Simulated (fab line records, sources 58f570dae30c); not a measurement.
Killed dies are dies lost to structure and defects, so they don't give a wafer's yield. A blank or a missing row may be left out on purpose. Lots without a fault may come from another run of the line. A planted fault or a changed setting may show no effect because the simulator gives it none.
fab line records | flow berkeley_cmos170
record lots=15 wafers=45 last_day=13
route steps=331 shown V2@294 M3@323
lots that met no fault: from a run of the same line without faults
start_h: hours from the record's first day to the start of the lot's first wafer shown | wait_h: hours since the lot's step before | " the same as in the row above | L1.1+2: a row that stands for several wafers | - no value, or no start given | * or withheld: withheld | < > ~ a bound
route shown NAME@n: a module of which the file shows steps, and the number in the route of the first | usual: mean/standard deviation of fault-free wafers | same: alike in all rows | chamber/n: place in a boat | sites: the reading at each site | _std_site: their standard deviation | _edge_site: outer sites' mean less inner sites' | radius_mm: how far each site lies from the wafer's centre | mask NAME#n: copy n | behind: the tool/chamber that last shaped the wafer | hold: why the lot was held/for how many hours/how that ended | device: the transistor (n, p or np) that didn't switch | end of line: the same wafers' tests at the end of the route | a step without rows: its recipe alone | killed: dies lost to structure and defects at the first sort, not the wafer's yield | map: a wafer's dies, x killed, . not, _ none there
set.NAME: the setting as run; set.NAME@STEP: as run at that earlier step | model.NAME: the simulator's own value behind a step, which no gauge read
steps of the route over a sample of lots; a table a step, a row a wafer
services: from which hour (start_h, from the record's first day; less than 0 if before it) a tool's chamber was out of use, for how many hours, and why
## steps
# step UCB170_V2_CMP_02
# recipe material=SiO2 down_force_psi=6 platen_rpm=60 pad_velocity_m_s=0.75398
# usual head_pressure_psi=6.002/0.012 motor_current_A=15.9/1.7
# columns lot.wafer tool chamber start_h wait_h head_pressure_psi motor_current_A
L705.3 cmp-01 2 183.25 0.1 6.009 13.9
L705.1 " 3 " " 6.003 16.1
L705.2 " 0 " " 5.991 18.6
L706.4 cmp-02 1 183.37 0.1 5.979 15.3
L706.2 " 3 " " 5.994 18.1
L706.6 " 1 " " 5.990 15.8
L710.3 cmp-01 0 211.67 0.1 5.993 17.5
L710.4 " 1 " " 6.005 13.6
L710.6 " 3 " " 5.991 16.4
L708.3 cmp-02 0 212.67 0.1 5.999 15.5
L708.5 " 2 " " 6.003 16.8
L708.6 " 3 " " 5.987 19.5
L707.4 cmp-02 3 213.22 0.1 6.000 17.9
L707.1 " 0 " " 5.994 15.5
L707.3 " 1 " " 6.024 16.1
L716.1 cmp-01 3 245.34 0.1 6.011 15.6
L716.3 " 0 " " 5.994 17.9
L716.4 " 1 " " 6.002 13.9
L714.2 cmp-02 1 245.66 0.1 6.025 15.3
L714.1 " 2 " " 6.009 16.6
L714.6 " 0 " " 6.000 15.5
L717.4 cmp-01 0 248.66 0.1 5.986 17.9
L717.1 " 1 " " 5.973 13.3
L717.6 " 0 " " 6.009 18.1
L721.2 cmp-02 1 260.72 0.0 5.994 15.6
L721.1 " 3 " " 6.013 18.9
L721.4 " 0 " " 6.005 15.8
L720.2 cmp-01 0 262.01 0.0 6.011 17.8
L720.3 " 3 " " 6.005 16.4
L720.6 " 1 " " 6.010 13.3
L722.3 cmp-02 1 276.56 0.0 6.020 14.9
L722.2 " 3 " " 5.992 18.0
L722.5 " 2 " " 6.003 16.3
L725.4 cmp-02 1 279.64 0.0 5.982 15.7
L725.1 " 2 " " 6.005 17.0
L725.6 " 1 " " 5.969 16.2
L727.2 cmp-01 1 299.72 0.1 5.982 12.4
L727.5 " 3 " " 6.003 16.4
L727.6 " 0 " " 5.991 18.9
L724.1 cmp-02 1 299.88 0.1 6.010 15.2
L724.4 " 2 " " 5.986 15.5
L724.5 " 0 " " 5.998 14.8
L728.1 cmp-01 1 309.00 0.1 5.994 13.7
L728.2 " 3 " " 5.996 16.5
L728.6 " 0 " " 6.018 17.1
# step UCB170_M3_DEVELOP_14
# recipe developer=TMAH develop_time_s=45 resist=KrF dev_temp_c=21
# usual chill_plate_temp_C=23.00/0.1 develop_time_s=45/0 developer_temp_C=20.99/0.11 exhaust_pa=44.9/0.89
# columns lot.wafer tool chamber start_h wait_h chill_plate_temp_C develop_time_s developer_temp_C exhaust_pa
L705.1 litho_track-03 0 187 - 23.03 45 20.85 45.4
L705.2 " 0 " " 22.77 45 21.15 45.2
L705.3 " 0 " " 22.74 45 21.06 44.9
L706.2 litho_track-01 0 188 - 22.98 45 21.12 45.4
L706.4 " 0 " " 22.96 45 20.83 44.9
L706.6 " 0 " " 22.93 45 21.10 45.1
L710.3 litho_track-01 0 217 - 22.95 45 20.90 44.1
L710.4 " 0 " " 22.90 45 21.24 43.9
L710.6 " 0 " " 22.89 45 21.01 43.7
L708.3 litho_track-02 0 218 - 23.12 45 21.14 45.5
L708.5 " 0 " " 23.00 45 21.13 45.1
L708.6 " 0 " " 23.01 45 21.05 44.8
L707.1 litho_track-01 0 219 - 23.07 45 20.98 45.5
L707.3 " 0 " " 22.93 45 21.01 44.6
L707.4 " 0 " " 23.12 45 21.04 44.8
L716.1 litho_track-01 - 249 - - - - -
L716.3 " - 250 - - - - -
L716.4 " - " " - - - -
L714.1 litho_track-02 - 250 - - - - -
L714.2 " - " " - - - -
L714.6 " - " " - - - -
L717.1 litho_track-03 - 253 - - - - -
L717.4 " - " " - - - -
L717.6 " - " " - - - -
L721.1 litho_track-01 0 265 - 23.12 45 20.88 44.7
L721.2 " 0 " " 22.92 45 20.80 46.0
L721.4 " 0 " " 23.08 45 20.91 43.2
L720.2 litho_track-03 0 266 - 22.94 45 20.90 45.7
L720.3 " 0 " " 22.95 45 21.02 44.6
L720.6 " 0 " " 23.03 45 20.86 44.4
L722.2 litho_track-01 0 281 - 22.95 45 20.90 44.7
L722.3 " 0 " " 23.00 45 20.85 43.2
L722.5 " 0 " " 22.80 45 20.89 45.9
L725.1 litho_track-03 0 284 - 23.32 45 20.80 45.9
L725.4 " 0 " " 23.07 45 21.02 45.0
L725.6 " 0 " " 23.28 45 20.87 46.4
L727.2 litho_track-01 0 303 - 22.95 45 20.95 46.1
L727.5 " 0 " " 22.95 45 21.13 45.5
L727.6 " 0 " " 22.80 45 21.11 46.1
L724.1 litho_track-03 0 303 - 23.04 45 21.04 44.7
L724.4 " 0 304 - 22.92 45 21.14 45.6
L724.5 " 0 " " 23.09 45 21.12 46.4
L728.1 litho_track-01 0 315 - 22.80 45 21.02 44.8
L728.2 " 0 " " 22.94 45 20.98 45.2
L728.6 " 0 " " 22.80 45 20.92 45.7
# step UCB170_M3_OVL_MEAS_16
# usual M3_OVL=1/5.6
# columns lot.wafer tool chamber start_h wait_h M3_OVL[nm]
L705.1 overlay-01 - 187.97 0.1 5
L705.2 " - " " 5
L705.3 " - " " 3
L706.2 overlay-02 - 188.43 0.1 2
L706.4 " - " " 4
L706.6 " - " " -5
L710.3 overlay-01 - 217.63 0.1 4
L710.4 " - " " 7
L710.6 " - " " 9
L708.3 overlay-02 - 218.57 0.1 -6
L708.5 " - " " -8
L708.6 " - " " -4
L707.1 overlay-02 - 219.25 0.1 9
L707.3 " - " " 9
L707.4 " - " " 2
L716.1 overlay-02 - 250.21 0.1 -
L716.3 " - " " -
L716.4 " - " " -
L714.1 overlay-02 - 250.74 0.1 -
L714.2 " - " " -
L714.6 " - " " -
L717.1 overlay-02 - 253.39 0.1 -
L717.4 " - " " -
L717.6 " - " " -
L721.1 overlay-01 - 265.37 0.1 -4
L721.2 " - " " 1
L721.4 " - " " -2
L720.2 overlay-02 - 266.62 0.1 1
L720.3 " - " " 5
L720.6 " - " " -7
L722.2 overlay-01 - 281.28 0.1 10
L722.3 " - " " 3
L722.5 " - " " 4
L725.1 overlay-02 - 284.32 0.1 4
L725.4 " - " " 1
L725.6 " - " " 4
L727.2 overlay-02 - 304.01 0.1 9
L727.5 " - " " -3
L727.6 " - " " 1
L724.1 overlay-02 - 304.22 0.1 5
L724.4 " - " " 10
L724.5 " - " " 6
L728.1 overlay-02 - 315.39 0.1 3
L728.2 " - " " -7
L728.6 " - " " -1
# step UCB170_M3_ETCH_17
# recipe chemistry=N2/H2 target_depth_a=withheld overetch_a=withheld target=BARC time_s=withheld source_w=500 bias_w=100 pressure_mtorr=30 n2_flow_sccm=100 h2_flow_sccm=200
# usual bias_w=99.98/0.3 chamber_pressure_mTorr=29.998/0.028 drypump_motor_current_A=5.8/0.37 n2_flow_sccm=100.03/0.3 oes_product_au=1.005/0.024 throttle_valve_pct=13.41/0.17
# columns lot.wafer tool chamber start_h wait_h bias_w chamber_pressure_mTorr drypump_motor_current_A n2_flow_sccm oes_product_au throttle_valve_pct
L705.1 rie_diel-02 0 188.01 0.0 100.40 29.994 5.0 100.50 0.974 13.32
L705.2 " 2 " " 99.73 30.004 5.5 100.08 0.984 13.28
L705.3 " 1 " " 100.01 30.036 6.2 100.22 0.984 13.61
L706.2 rie_diel-04 0 188.46 0.0 100.13 29.967 5.8 100.13 1.007 13.48
L706.4 " 0 " " 99.66 29.975 5.8 100.38 1.009 13.48
L706.6 " 1 " " 99.95 30.001 5.6 100.12 0.992 13.11
L710.3 rie_diel-03 2 217.65 0.0 100.16 30.023 5.5 100.20 1.011 13.63
L710.4 " 0 " " 100.56 30.022 5.7 99.96 0.973 13.60
L710.6 " 3 " " 99.36 30.011 6.5 99.74 1.022 13.40
L708.3 rie_diel-02 1 218.59 0.0 100.11 30.030 6.2 100.49 0.984 13.59
L708.5 " 0 " " 99.79 29.992 5.0 100.11 0.994 13.30
L708.6 " 1 " " 99.87 29.973 6.2 100.23 0.974 13.61
L707.1 rie_diel-03 0 219.28 0.0 99.87 29.975 5.7 100.25 0.978 13.60
L707.3 " 2 " " 100.12 30.036 5.5 99.69 1.009 13.63
L707.4 " 3 " " 99.94 29.982 6.5 100.39 1.025 13.39
L716.1 rie_diel-04 1 250.25 0.0 99.98 29.955 5.6 99.78 0.992 13.11
L716.3 " 0 " " 99.55 29.984 5.8 99.58 1.021 13.48
L716.4 " 3 " " 99.79 30.014 5.9 99.80 0.990 13.20
L714.1 rie_diel-03 3 250.77 0.0 99.83 29.994 6.6 100.34 1.039 13.39
L714.2 " 1 " " 99.80 29.990 5.8 99.85 1.037 13.51
L714.6 " 3 " " 99.84 30.020 6.5 100.19 1.030 13.40
L717.1 rie_diel-04 0 253.42 0.0 99.83 29.930 5.8 100.19 1.027 13.47
L717.4 " 3 " " 99.55 29.941 5.9 99.72 0.986 13.20
L717.6 " 3 " " 99.87 29.999 5.9 100.09 0.984 13.22
L721.1 rie_diel-02 3 265.40 0.0 99.86 29.967 6.2 99.72 0.994 13.46
L721.2 " 2 " " 99.69 30.013 5.5 100.09 0.965 13.28
L721.4 " 1 " " 99.97 30.013 6.2 100.02 0.976 13.62
L720.2 rie_diel-03 0 266.65 0.0 99.38 30.023 5.7 99.93 0.995 13.61
L720.3 " 3 " " 99.85 30.037 6.5 100.20 1.043 13.40
L720.6 " 0 " " 99.51 30.025 5.7 100.15 0.992 13.61
L722.2 rie_diel-04 0 281.31 0.0 100.42 29.988 5.8 100.25 1.016 13.48
L722.3 " 2 " " 99.51 30.006 6.1 100.51 1.043 13.21
L722.5 " 2 " " 99.93 30.013 6.1 100.35 1.036 13.22
L725.1 rie_diel-04 2 284.36 0.0 99.72 30.001 6.1 99.74 1.052 13.21
L725.4 " 3 " " 99.85 29.996 5.9 99.96 0.982 13.21
L725.6 " 3 " " 99.81 29.990 5.9 100.31 0.980 13.20
L727.2 rie_diel-02 3 304.04 0.0 100.09 30.069 6.1 100.37 1.007 13.46
L727.5 " 3 " " 100.12 29.959 6.2 100.36 1.011 13.46
L727.6 " 2 " " 100.15 29.998 5.5 100.26 0.980 13.27
L724.1 rie_diel-03 3 304.25 0.0 99.92 29.996 6.5 100.83 1.039 13.41
L724.4 " 2 " " 100.61 29.976 5.5 99.70 1.016 13.63
L724.5 " 2 " " 100.25 29.995 5.5 100.13 1.016 13.63
L728.1 rie_diel-02 3 315.42 0.0 100.27 29.952 6.1 100.10 1.006 13.45
L728.2 " 0 " " 100.03 30.022 5.0 100.22 0.971 13.33
L728.6 " 2 " " 99.66 29.975 5.5 100.24 0.989 13.29
## services
# columns tool chamber start_h hours kind
rie_diel-02 0 160.60 - clean
rie_diel-02 0 160.60 21.2 scheduled_down
rie_diel-02 0 160.60 21.2 vent_cycle
rie_diel-04 3 171.06 - clean
rie_diel-04 3 171.06 22.9 scheduled_down
rie_diel-04 3 171.06 22.9 vent_cycle
rie_diel-03 0 180.05 4.7 repair
rie_diel-03 0 184.74 - clean
rie_diel-03 0 184.74 20.6 scheduled_down
rie_diel-03 0 184.74 20.6 vent_cycle
cmp-02 - 190.44 1.6 repair
rie_diel-02 2 195.99 6.4 repair
cmp-01 - 205.76 4.3 pm
rie_diel-04 2 229.45 6.9 repair
cmp-02 - 232.00 4.0 pm
cmp-02 - 236.00 - consumable_replace:conditioner
cmp-02 - 236.00 - consumable_replace:pad
rie_diel-04 0 293.30 2.6 repair
cmp-02 - 296.00 0.5 repair
cmp-02 - 301.86 0.3 repair
cmp-01 - 302.37 0.5 repair
cmp-02 - 307.94 1.0 repair
rie_diel-03 2 311.81 2.1 repair
## key
first_sign step=UCB170_M3_DEVELOP_14 reading=tool_record direction=missing
effect none on later readings
met_at UCB170_M3_DEVELOP_14
struck_lots L714,L716,L717
later_rows_left_out L714.1,L714.2,L714.6,L716.1,L716.3,L716.4,L717.1,L717.4,L717.6
sort_left_out L714.1,L714.2,L714.6,L716.1,L716.3,L716.4,L717.1,L717.4,L717.6
not_acting_at UCB170_V2_CMP_02,UCB170_M3_OVL_MEAS_16,UCB170_M3_ETCH_17
onset_between 219 249
fault kind=skipped_step_whole tool=litho_track-01,litho_track-02,litho_track-03 chamber=- onset_h=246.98 steps=UCB170_M3_DEVELOP_14 scope=struck_lots_only
# sort_left_out: the simulated sort isn't trusted on such a fault, so these wafers' sort isn't shown, and their yield isn't known
# later_rows_left_out: the simulator's readings of these wafers behind a module that went badly wrong aren't trusted and aren't shown, but for the sort
